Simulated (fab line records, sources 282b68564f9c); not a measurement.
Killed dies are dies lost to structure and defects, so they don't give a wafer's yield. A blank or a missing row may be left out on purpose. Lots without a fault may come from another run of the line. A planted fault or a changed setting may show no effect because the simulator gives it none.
fab line records | flow rit_cmos | part 2 of 2: steps 29 to 41 of 41
record lots=5 wafers=15 last_day=5
route steps=202 shown NLDD@160 SILICIDE@161 CONTACT@168 M1@184
lots that met no fault: from a run of the same line without faults
start_h: hours from the record's first day to the start of the lot's first wafer shown | wait_h: hours since the lot's step before | " the same as in the row above | L1.1+2: a row that stands for several wafers | - no value, or no start given | * or withheld: withheld | < > ~ a bound
route shown NAME@n: a module of which the file shows steps, and the number in the route of the first | usual: mean/standard deviation of fault-free wafers | same: alike in all rows | chamber/n: place in a boat | sites: the reading at each site | _std_site: their standard deviation | _edge_site: outer sites' mean less inner sites' | radius_mm: how far each site lies from the wafer's centre | mask NAME#n: copy n | behind: the tool/chamber that last shaped the wafer | hold: why the lot was held/for how many hours/how that ended | device: the transistor (n, p or np) that didn't switch | end of line: the same wafers' tests at the end of the route | a step without rows: its recipe alone | killed: dies lost to structure and defects at the first sort, not the wafer's yield | map: a wafer's dies, x killed, . not, _ none there
set.NAME: the setting as run; set.NAME@STEP: as run at that earlier step | model.NAME: the simulator's own value behind a step, which no gauge read
lots at some steps of the route; a table a step, a row a wafer
services: from which hour (start_h, from the record's first day; less than 0 if before it) a tool's chamber was out of use, for how many hours, and why
## steps
# step RIT_M1_COAT_04
# recipe resist=NOVOLAK spin_rpm=2000 resist_thk_nm=1300
# columns lot.wafer tool chamber start_h wait_h
L075.3+4+5 litho_track-03 0 63.56 0.1
L078.2+3+5 litho_track-01 0 79.47 0.1
L080.1+2+5 litho_track-03 0 88.28 0.1
L082.2+4+5 litho_track-04 0 99.71 0.1
L088.1+3+5 litho_track-04 0 127.83 0.1
# step RIT_M1_SOFTBAKE_05
# recipe resist=NOVOLAK temp_c=90 time_s=60
# columns lot.wafer tool chamber start_h wait_h
L075.3+4+5 litho_track-03 0 63.71 0.1
L078.2+3+5 litho_track-01 0 79.62 0.1
L080.1+2+5 litho_track-03 0 88.43 0.1
L082.2+4+5 litho_track-04 0 99.86 0.1
L088.1+3+5 litho_track-04 0 127.98 0.1
# step RIT_M1_EXPOSE_06
# recipe mask_id=M12 na=0.6 source_shape=conventional sigma_outer=0.5 target_cd_nm=2600 dose_mj=250
# columns lot.wafer tool chamber start_h wait_h mask
L075.3+4+5 iline_stepper-01 0 63.85 0.1 M12#0
L078.2+3+5 iline_stepper-01 0 79.89 0.2 M12#0
L080.1+2+5 iline_stepper-02 0 88.70 0.2 M12#0
L082.2+4+5 iline_stepper-02 0 100.01 0.1 M12#0
L088.1+3+5 iline_stepper-01 0 128.30 0.3 M12#0
# step RIT_M1_PEB_07
# recipe resist=NOVOLAK temp_c=withheld time_s=withheld
# columns lot.wafer tool chamber start_h wait_h
L075.3+4+5 litho_track-04 0 63.98 0.1
L078.2+3+5 litho_track-04 0 80.02 0.1
L080.1+2+5 litho_track-03 0 88.82 0.1
L082.2+4+5 litho_track-04 0 100.13 0.1
L088.1+3+5 litho_track-04 0 128.42 0.1
# step RIT_M1_DEVELOP_08
# recipe resist=NOVOLAK develop_time_s=70.99 dev_temp_c=23
# columns lot.wafer tool chamber start_h wait_h
L075.3+4+5 litho_track-04 0 - -
L078.2+3+5 litho_track-04 0 - -
L080.1+2+5 litho_track-03 0 - -
L082.2+4+5 litho_track-04 0 - -
L088.1+3+5 litho_track-04 0 - -
# step RIT_M1_CD_MEAS_09
# recipe target_cd_nm=2600
# usual cd_nm=2600.4/2.1
# columns lot.wafer tool chamber start_h wait_h cd_nm
L075.3 cd_sem-02 - 64.28 - 2600.3
L075.4 " - " " 2597.9
L075.5 " - " " 2601.3
L078.2 cd_sem-01 - 80.32 - 2598.3
L078.3 " - " " 2596.2
L078.5 " - " " 2596.4
L080.1 cd_sem-01 - 89.13 - 2600.5
L080.2 " - " " 2601.5
L080.5 " - " " 2601.1
L082.2 cd_sem-01 - 100.44 - 2598.1
L082.4 " - " " 2596.6
L082.5 " - " " 2597.4
L088.1 cd_sem-02 - 128.73 - 2599.3
L088.3 " - " " 2597.1
L088.5 " - " " 2599.4
# step RIT_M1_OVL_MEAS_10
# usual M1_OVL=-0.3/1.3
# columns lot.wafer tool chamber start_h wait_h M1_OVL[nm]
L075.3 overlay-02 - 64.37 0.1 1.5
L075.4 " - " " -0.2
L075.5 " - " " -0.3
L078.2 overlay-02 - 80.43 0.1 -1.2
L078.3 " - " " -1.6
L078.5 " - " " 0.2
L080.1 overlay-01 - 89.25 0.1 -1.2
L080.2 " - " " -0.9
L080.5 " - " " -2.1
L082.2 overlay-02 - 100.54 0.1 -2.3
L082.4 " - " " -2.2
L082.5 " - " " -1.8
L088.1 overlay-01 - 128.85 0.1 -2.4
L088.3 " - " " 0.6
L088.5 " - " " 1.2
# step RIT_M1_HARDBAKE_11
# recipe resist=NOVOLAK temp_c=140 time_s=120
# columns lot.wafer tool chamber start_h wait_h
L075.3+4+5 litho_track-01 0 64.48 0.1
L078.2+3+5 litho_track-04 0 80.50 0.1
L080.1+2+5 litho_track-04 0 89.29 0.0
L082.2+4+5 litho_track-01 0 100.71 0.2
L088.1+3+5 litho_track-03 0 128.90 0.0
# step RIT_M1_METAL_ETCH_12
# recipe stop_on=SiO2 chemistry=Cl2/BCl3 target=Al time_s=165 over_etch_frac=0.5 pressure_mtorr=100 target_depth_a=6000 rf_w=250 Cl2_flow_sccm=60 bcl3_flow_sccm=50
# usual drypump_motor_current_A=5.7/0.48 oes_product_au=0.783/0.011 throttle_valve_pct=8.25/0.087
# columns lot.wafer tool chamber start_h wait_h drypump_motor_current_A oes_product_au rf_hours_counter_h throttle_valve_pct
L075.3 rie_metal-03 1 64.70 0.2 6.4 0.790 - 8.25
L075.4 " 0 " " 5.8 0.787 - 8.11
L075.5 " 1 " " 6.4 0.787 - 8.24
L078.2 rie_metal-03 0 80.71 0.2 5.8 0.784 0.7 8.12
L078.3 " 0 " " 5.8 0.787 - 8.11
L078.5 " 0 " " 5.7 0.789 - 8.11
L080.1 rie_metal-04 0 89.54 0.2 5.4 0.753 2.7 8.51
L080.2 " 1 " " 5.9 0.770 2.7 8.29
L080.5 " 0 " " 5.4 0.746 - 8.51
L082.2 rie_metal-01 0 100.92 0.2 5.5 0.778 4.7 8.26
L082.4 " 1 " " 4.9 0.790 - 8.19
L082.5 " 1 " " 4.9 0.790 - 8.17
L088.1 rie_metal-01 1 129.15 0.2 4.9 0.779 4.7 8.20
L088.3 " 0 " " 5.5 0.777 - 8.23
L088.5 " 1 " " 4.9 0.786 - 8.20
# step RIT_M1_STRIP_13
# recipe chemistry=nmp resist=NOVOLAK temp_c=80 time_s=600 dry=n2_spin
# usual temp_c=79.98/0.1
# columns lot.wafer tool chamber start_h wait_h temp_c
L075.3 wet_bench-03 1 64.81 0.1 79.92
L075.4 " 1 " " 80.05
L075.5 " 1 " " 79.94
L078.2 wet_bench-01 0 80.87 0.1 79.94
L078.3 " 0 " " 79.93
L078.5 " 0 " " 79.96
L080.1 wet_bench-01 0 89.70 0.1 80.00
L080.2 " 0 " " 79.76
L080.5 " 0 " " 80.06
L082.2 wet_bench-03 1 101.13 0.1 79.93
L082.4 " 1 " " 79.98
L082.5 " 1 " " 80.11
L088.1 wet_bench-03 2 129.31 0.1 80.03
L088.3 " 2 " " 79.97
L088.5 " 2 " " 79.95
# step RIT_M1_STRIP_14
# recipe chemistry=O2 time_s=180 platen_temp_c=withheld power_w=500 pressure_mtorr=4000 o2_flow_sccm=4000
# usual drypump_motor_current_A=5.8/0.67
# columns lot.wafer tool chamber start_h wait_h drypump_motor_current_A rf_hours_counter_h
L075.3 plasma_asher-03 0 65.04 0.1 5.1 -
L075.4 " 1 " " 5.1 -
L075.5 " 0 " " 5.1 -
L078.2 plasma_asher-01 1 81.05 0.0 5.1 28
L078.3 " 1 " " 5.1 -
L078.5 " 0 " " 5.8 -
L080.1 plasma_asher-04 1 89.88 0.0 6.9 46
L080.2 " 0 " " 5.8 46
L080.5 " 1 " " 6.9 -
L082.2 plasma_asher-03 1 101.31 0.0 5.1 46
L082.4 " 1 " " 5.1 -
L082.5 " 0 " " 5.2 -
L088.1 plasma_asher-03 1 129.50 0.0 5.2 1
L088.3 " 1 " " 5.1 -
L088.5 " 1 " " 5.1 -
# step RIT_M1_CD_MEAS_90
# recipe target_cd_nm=2600
# usual cd_nm=2601.6/2.4
# columns lot.wafer tool chamber start_h wait_h cd_nm
L075.3 cd_sem-01 - 65.20 0.1 2600.8
L075.4 " - " " 2600.2
L075.5 " - " " 2603.0
L078.2 cd_sem-01 - 81.24 0.1 2600.7
L078.3 " - " " 2598.4
L078.5 " - " " 2598.9
L080.1 cd_sem-02 - 90.05 0.1 2602.8
L080.2 " - " " 2604.0
L080.5 " - " " 2603.2
L082.2 cd_sem-02 - 101.50 0.1 2600.5
L082.4 " - " " 2595.8
L082.5 " - " " 2594.9
L088.1 cd_sem-01 - 129.68 0.1 2600.7
L088.3 " - " " 2599.0
L088.5 " - " " 2598.9
# step RIT_M1_ANNEAL_15
# recipe temp_c=450 time_s=1800 ambient=forming_gas_H2N2
# columns lot.wafer tool chamber start_h wait_h
L075.3+4+5 furnace-02 0 65.28 0.1
L078.2+3+5 furnace-02 0 81.34 0.1
L080.1+2+5 furnace-02 0 90.17 0.1
L082.2+4+5 furnace-02 0 101.60 0.1
L088.1+3+5 furnace-02 0 129.80 0.1
## services
# columns tool chamber start_h hours kind
plasma_asher-01 - 40.98 2.3 repair
plasma_asher-02 - 41.58 7.8 repair
pecvd-02 - 44.74 0.7 repair
rie_diel-03 - 57.93 0.6 repair
pvd_sputter-03 - 75.46 5.1 repair
pecvd-04 - 80.61 0.5 repair
rie_metal-04 - 80.68 1.9 repair
pecvd-02 - 86.49 1.0 repair
rie_diel-02 3 87.02 10.5 repair
pecvd-04 1 87.20 13.8 repair
rie_metal-03 0 93.84 10.0 repair
rie_diel-03 0 98.90 9.8 repair
pecvd-02 2 106.14 9.6 repair
rie_metal-03 0 108.50 14.3 repair
plasma_asher-03 - 108.75 9.0 pm
plasma_asher-03 0 108.75 9.0 vent_cycle
plasma_asher-03 1 108.75 9.0 vent_cycle
rie_diel-03 0 109.05 15.7 repair
plasma_asher-02 - 109.58 2.8 pm
rie_diel-02 - 115.48 14.6 pm
plasma_asher-03 0 117.75 - clean
plasma_asher-03 1 117.75 - clean
pecvd-02 1 118.88 5.6 repair
iline_stepper-02 0 129.58 - calibration
